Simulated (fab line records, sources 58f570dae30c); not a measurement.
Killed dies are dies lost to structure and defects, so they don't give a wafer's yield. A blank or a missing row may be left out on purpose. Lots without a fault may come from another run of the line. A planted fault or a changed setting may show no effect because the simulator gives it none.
One fault seen from 2 desks | flow berkeley_cmos170 | each desk has only its own numbers; what lay behind them comes last

THE TOOL OWNER'S DESK: implanter-04
The tool's own readings at UCB170_PWELL_IMPLANT_15: means of the sampled wafers that have a number, for each lot that ran on this tool. A lot is out of limits, marked OUT, if its mean lies more than 4 standard deviations from the usual mean; the brackets give that distance.
Columns: A = dose_ions_cm2 at UCB170_PWELL_IMPLANT_15, usual 5e+12; B = end_station_pressure_torr at UCB170_PWELL_IMPLANT_15, usual 5.03e-06 Torr
lot  | first seen here | A               | B
L262 | day 5 02:25     | 5e+12           | 5.13e-06
L265 | day 5 18:35     | 5e+12 (+14) OUT | 4.93e-06
L267 | day 5 21:49     | 5e+12 (+15) OUT | 4.83e-06
L268 | day 6 07:30     | 5e+12 (+16) OUT | 4.80e-06
This desk's finding: out of limits on L265, L267, L268; first on L265, day 5 18:35 (dose_ions_cm2 at UCB170_PWELL_IMPLANT_15). In limits: L262.

THE METROLOGY DESK
What the gauges read, lot by lot, whatever tool the lot ran on: means of the sampled wafers that have a number. A lot is out of limits, marked OUT, if its mean lies more than 4 standard deviations from the usual mean; the brackets give that distance.
Columns: A = cd_nm at UCB170_ACTIVE_CD_MEAS_13, usual 1200.2 nm; B = cd_nm at UCB170_GATE_CD_MEAS_12, usual 350.4 nm
lot  | first seen here | A      | B
L252 | day 4 07:20     | 1199.4 | 349.5
L254 | day 4 10:13     | 1198.3 | 350.6
L253 | day 4 10:23     | 1203.4 | 351.9
L255 | day 4 18:27     | 1202.8 | 348.9
L256 | day 4 18:41     | 1199.8 | 350.8
L259 | day 5 17:28     | 1199.4 | 349.0
L262 | day 6 03:11     | 1200.2 | 351.7
L264 | day 6 11:54     | 1200.7 | 350.7
L265 | day 7 04:28     | 1199.7 | 351.3
L267 | day 7 08:31     | 1197.7 | 352.4
L268 | day 7 14:20     | 1199.5 | 352.1
L269 | day 7 14:28     | 1201.6 | 349.6
L272 | day 8 05:05     | 1199.2 | 350.7
L270 | day 8 05:43     | 1199.9 | 351.2
L274 | day 8 19:58     | 1202.1 | 350.4
This desk's finding: nothing out of limits on any of the 15 lots.

PUT TOGETHER
The tool owner's desk could have raised an alarm at day 5 18:35, on L265, L267, L268.
The metrology desk saw nothing out of limits.
The metrology desk has L265, L267, L268 on record, within its limits.
Of the lots named, all ran UCB170_PWELL_IMPLANT_15 on implanter-04.

WHAT THE SIMULATOR HAD PUT IN
Process parameter drift: implanter-04, from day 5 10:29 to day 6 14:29, at UCB170_PWELL_IMPLANT_15. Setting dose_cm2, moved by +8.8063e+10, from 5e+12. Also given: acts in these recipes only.
Lots struck among those shown: L265, L267, L268.
Hours from the fault's start to each desk's first reading out of limits: the tool owner's desk, 8.
